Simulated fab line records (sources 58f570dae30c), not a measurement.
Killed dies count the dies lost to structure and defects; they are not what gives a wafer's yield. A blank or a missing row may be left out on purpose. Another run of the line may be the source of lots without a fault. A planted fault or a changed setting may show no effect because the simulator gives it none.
What tool caused it? / flow berkeley_cmos170 / 14 lots, 42 wafers sampled, at 5 steps of a route of 331

WHAT THE GAUGES READ, wafer by wafer
UCB170_V1_THK_MEAS_01. Usual: for V1_TEOS_THK the level is 2010 nm and the standard deviation is 30.
lot=L688; measured=day 8 14:41; on=film_metro-01; V1_TEOS_THK (nm)=1971 1983 2044; flag=
lot=L689; measured=day 8 23:14; on=film_metro-02; V1_TEOS_THK (nm)=1990 1967 2053; flag=
lot=L692; measured=day 9 04:29; on=film_metro-02; V1_TEOS_THK (nm)=2027 2041 2048; flag=
lot=L690; measured=day 9 05:47; on=film_metro-01; V1_TEOS_THK (nm)=2017 2024 2036; flag=
lot=L693; measured=day 9 15:10; on=film_metro-01; V1_TEOS_THK (nm)=2018 2042 2064; flag=
lot=L695; measured=day 9 16:30; on=film_metro-01; V1_TEOS_THK (nm)=1973 2063 2005; flag=
lot=L697; measured=day 10 04:08; on=film_metro-01; V1_TEOS_THK (nm)=1998 2042 2048; flag=
lot=L698; measured=day 10 14:16; on=film_metro-01; V1_TEOS_THK (nm)=1940 2016 2005; flag=
lot=L699; measured=day 10 12:58; on=film_metro-02; V1_TEOS_THK (nm)=1993 2027 2005; flag=
lot=L702; measured=day 11 05:13; on=film_metro-01; V1_TEOS_THK (nm)=3953 3997 4069 3953 3997 4068; flag=OFF
lot=L701; measured=day 11 06:29; on=film_metro-02; V1_TEOS_THK (nm)=1974 1972 2036; flag=
lot=L705; measured=day 12 05:35; on=film_metro-02; V1_TEOS_THK (nm)=2007 2021 2038; flag=
lot=L707; measured=day 12 06:31; on=film_metro-01; V1_TEOS_THK (nm)=3969 3992 4016 3972 3991 4013; flag=OFF
lot=L711; measured=day 13 19:28; on=film_metro-02; V1_TEOS_THK (nm)=1992 1991 2030; flag=

UCB170_V1_BOW_MEAS_03. Usual: for V1_BOW the level is 18 um and the standard deviation is 6.6.
lot=L688; measured=day 8 15:03; on=film_metro-01; V1_BOW (um)=19 21 16; flag=
lot=L689; measured=day 8 23:37; on=film_metro-01; V1_BOW (um)=26 15 23; flag=
lot=L692; measured=day 9 04:52; on=film_metro-03; V1_BOW (um)=11 10 19; flag=
lot=L690; measured=day 9 06:09; on=film_metro-01; V1_BOW (um)=30 12 17; flag=
lot=L693; measured=day 9 15:32; on=film_metro-02; V1_BOW (um)=9 17 14; flag=
lot=L695; measured=day 9 16:52; on=film_metro-01; V1_BOW (um)=15 20 19; flag=
lot=L697; measured=day 10 04:35; on=film_metro-03; V1_BOW (um)=15 8 14; flag=
lot=L698; measured=day 10 14:38; on=film_metro-03; V1_BOW (um)=13 19 11; flag=
lot=L699; measured=day 10 13:20; on=film_metro-03; V1_BOW (um)=12 17 13; flag=
lot=L701; measured=day 11 06:51; on=film_metro-02; V1_BOW (um)=15 20 18; flag=
lot=L705; measured=day 12 05:57; on=film_metro-03; V1_BOW (um)=16 19 14; flag=
lot=L711; measured=day 13 19:49; on=film_metro-02; V1_BOW (um)=13 13 13; flag=

UCB170_V1_CD_MEAS_12 targets a cd of 700 nm. Usual: cd_nm at 699.5 nm, with a standard deviation of 1.4.
lot=L688; measured=day 8 17:39; on=cd_sem-02; cd_nm (nm)=699.2 699.6 699.1; flag=
lot=L689; measured=day 9 02:48; on=cd_sem-02; cd_nm (nm)=700.7 699.9 700.7; flag=
lot=L692; measured=day 9 06:24; on=cd_sem-01; cd_nm (nm)=700.6 700.2 700.6; flag=
lot=L690; measured=day 9 07:21; on=cd_sem-01; cd_nm (nm)=698.2 698.0 697.9; flag=
lot=L693; measured=day 9 17:01; on=cd_sem-01; cd_nm (nm)=699.2 699.3 700.0; flag=
lot=L695; measured=day 9 18:51; on=cd_sem-02; cd_nm (nm)=698.3 698.1 698.6; flag=
lot=L697; measured=day 10 07:11; on=cd_sem-02; cd_nm (nm)=701.4 701.8 701.5; flag=
lot=L698; measured=day 10 16:01; on=cd_sem-01; cd_nm (nm)=697.8 697.4 697.6; flag=
lot=L699; measured=day 10 15:49; on=cd_sem-02; cd_nm (nm)=702.0 701.7 701.9; flag=
lot=L701; measured=day 11 08:56; on=cd_sem-02; cd_nm (nm)=699.0 697.6 697.3; flag=
lot=L705; measured=day 12 10:55; on=cd_sem-02; cd_nm (nm)=696.2 695.6 695.5; flag=
lot=L711; measured=day 13 22:33; on=cd_sem-01; cd_nm (nm)=699.9 699.9 699.7; flag=

EACH LOT AND THE TOOL THAT RAN IT (in order: tool; ch and the chambers of the sampled wafers; start)
lot=L688; UCB170_SILICIDE_SPUTTER_01=pvd_sputter-01, day 8 05:28; UCB170_V1_CVD_00=pecvd-02 ch 1,2, day 8 14:31
lot=L689; UCB170_SILICIDE_SPUTTER_01=pvd_sputter-03, day 8 11:26; UCB170_V1_CVD_00=pecvd-02 ch 0,1,2, day 8 23:05
lot=L692; UCB170_SILICIDE_SPUTTER_01=pvd_sputter-03, day 8 19:04; UCB170_V1_CVD_00=pecvd-01 ch 0,1,2, day 9 04:19
lot=L690; UCB170_SILICIDE_SPUTTER_01=pvd_sputter-01, day 8 19:51; UCB170_V1_CVD_00=pecvd-04 ch 0,1, day 9 05:38
lot=L693; UCB170_SILICIDE_SPUTTER_01=pvd_sputter-01, day 9 05:45; UCB170_V1_CVD_00=pecvd-01 ch 0,1, day 9 15:01
lot=L695; UCB170_SILICIDE_SPUTTER_01=pvd_sputter-03, day 9 06:23; UCB170_V1_CVD_00=pecvd-02 ch 1,2, day 9 16:21
lot=L697; UCB170_SILICIDE_SPUTTER_01=pvd_sputter-01, day 9 18:24; UCB170_V1_CVD_00=pecvd-02 ch 0,2, day 10 03:53
lot=L698; UCB170_SILICIDE_SPUTTER_01=pvd_sputter-01, day 10 03:50; UCB170_V1_CVD_00=pecvd-02 ch 0,1,2, day 10 14:07
lot=L699; UCB170_SILICIDE_SPUTTER_01=pvd_sputter-03, day 10 04:26; UCB170_V1_CVD_00=pecvd-04 ch 0,1, day 10 12:47
lot=L702; UCB170_SILICIDE_SPUTTER_01=pvd_sputter-01, day 10 20:23; UCB170_V1_CVD_00=pecvd-04 ch 1,2, day 11 04:44
lot=L701; UCB170_SILICIDE_SPUTTER_01=pvd_sputter-03, day 10 20:40; UCB170_V1_CVD_00=pecvd-01 ch 1,2, day 11 06:19
lot=L705; UCB170_SILICIDE_SPUTTER_01=pvd_sputter-01, day 11 18:29; UCB170_V1_CVD_00=pecvd-01 ch 0,1,2, day 12 05:26
lot=L707; UCB170_SILICIDE_SPUTTER_01=pvd_sputter-01, day 11 19:31; UCB170_V1_CVD_00=pecvd-04 ch 0,1,2, day 12 05:26
lot=L711; UCB170_SILICIDE_SPUTTER_01=pvd_sputter-02, day 13 08:29; UCB170_V1_CVD_00=pecvd-01 ch 0,2, day 13 19:18
- UCB170_SILICIDE_SPUTTER_01: material Ti, target thk 30 nm, time 25 s.
- UCB170_V1_CVD_00: deposits SiO2 from TEOS/O2, target thk 2000 nm, time 250 s.

WHAT THE TOOLS THEMSELVES READ (means of the sampled wafers that have a number; where no wafer has one, the mark that the record gives instead)
UCB170_SILICIDE_SPUTTER_01. Usual: throttle_valve_pct at 30.3 %, with a standard deviation of 0.81.
lot=L688; tool=pvd_sputter-01; throttle_valve_pct (%)=31.3; flag=
lot=L689; tool=pvd_sputter-03; throttle_valve_pct (%)=30.3; flag=
lot=L692; tool=pvd_sputter-03; throttle_valve_pct (%)=30.1; flag=
lot=L690; tool=pvd_sputter-01; throttle_valve_pct (%)=30.2; flag=
lot=L693; tool=pvd_sputter-01; throttle_valve_pct (%)=30.2; flag=
lot=L695; tool=pvd_sputter-03; throttle_valve_pct (%)=30.2; flag=
lot=L697; tool=pvd_sputter-01; throttle_valve_pct (%)=30.9; flag=
lot=L698; tool=pvd_sputter-01; throttle_valve_pct (%)=30.9; flag=
lot=L699; tool=pvd_sputter-03; throttle_valve_pct (%)=30.0; flag=
lot=L702; tool=pvd_sputter-01; throttle_valve_pct (%)=30.2; flag=
lot=L701; tool=pvd_sputter-03; throttle_valve_pct (%)=29.7; flag=
lot=L705; tool=pvd_sputter-01; throttle_valve_pct (%)=30.2; flag=
lot=L707; tool=pvd_sputter-01; throttle_valve_pct (%)=30.9; flag=
lot=L711; tool=pvd_sputter-02; throttle_valve_pct (%)=30.1; flag=

UCB170_V1_CVD_00. Usual: heater_power_w at 256 W, with a standard deviation of 53.
lot=L688; tool=pecvd-02; heater_power_w (W)=241; flag=
lot=L689; tool=pecvd-02; heater_power_w (W)=275; flag=
lot=L692; tool=pecvd-01; heater_power_w (W)=231; flag=
lot=L690; tool=pecvd-04; heater_power_w (W)=252; flag=
lot=L693; tool=pecvd-01; heater_power_w (W)=273; flag=
lot=L695; tool=pecvd-02; heater_power_w (W)=236; flag=
lot=L697; tool=pecvd-02; heater_power_w (W)=284; flag=
lot=L698; tool=pecvd-02; heater_power_w (W)=271; flag=
lot=L699; tool=pecvd-04; heater_power_w (W)=216; flag=
lot=L702; tool=pecvd-04; heater_power_w (W)=261; flag=
lot=L701; tool=pecvd-01; heater_power_w (W)=265; flag=
lot=L705; tool=pecvd-01; heater_power_w (W)=248; flag=
lot=L707; tool=pecvd-04; heater_power_w (W)=240; flag=
lot=L711; tool=pecvd-01; heater_power_w (W)=214; flag=

THE ANSWER, worked out from the rows above alone
Rule: a lot counts as off when the mean over its wafers that have a number is more than 3 standard deviations away from the usual mean. A lot without any number at a reading at which 4 lots or more have one is off too. The other lots that the step has rows for count as sound. After the gauges, taken in route order, come the tools' own readings; for these a lot's mean is taken, as printed above. At the first step where some lot is off, the reading lying furthest off is the one used; lots without a number count as furthest.
Off: at UCB170_V1_THK_MEAS_01 (V1_TEOS_THK), L702, L707.
If a tool, at a process step before that reading, ran all the lots that are off and no sound lot after the first of them, it fits. Those tools and the gauges at UCB170_V1_THK_MEAS_01 are tried in the same way. Can't be told from this: 2 tools fit, pecvd-04 at UCB170_V1_CVD_00, film_metro-01 at UCB170_V1_THK_MEAS_01.

WHAT THE SIMULATOR PUT IN
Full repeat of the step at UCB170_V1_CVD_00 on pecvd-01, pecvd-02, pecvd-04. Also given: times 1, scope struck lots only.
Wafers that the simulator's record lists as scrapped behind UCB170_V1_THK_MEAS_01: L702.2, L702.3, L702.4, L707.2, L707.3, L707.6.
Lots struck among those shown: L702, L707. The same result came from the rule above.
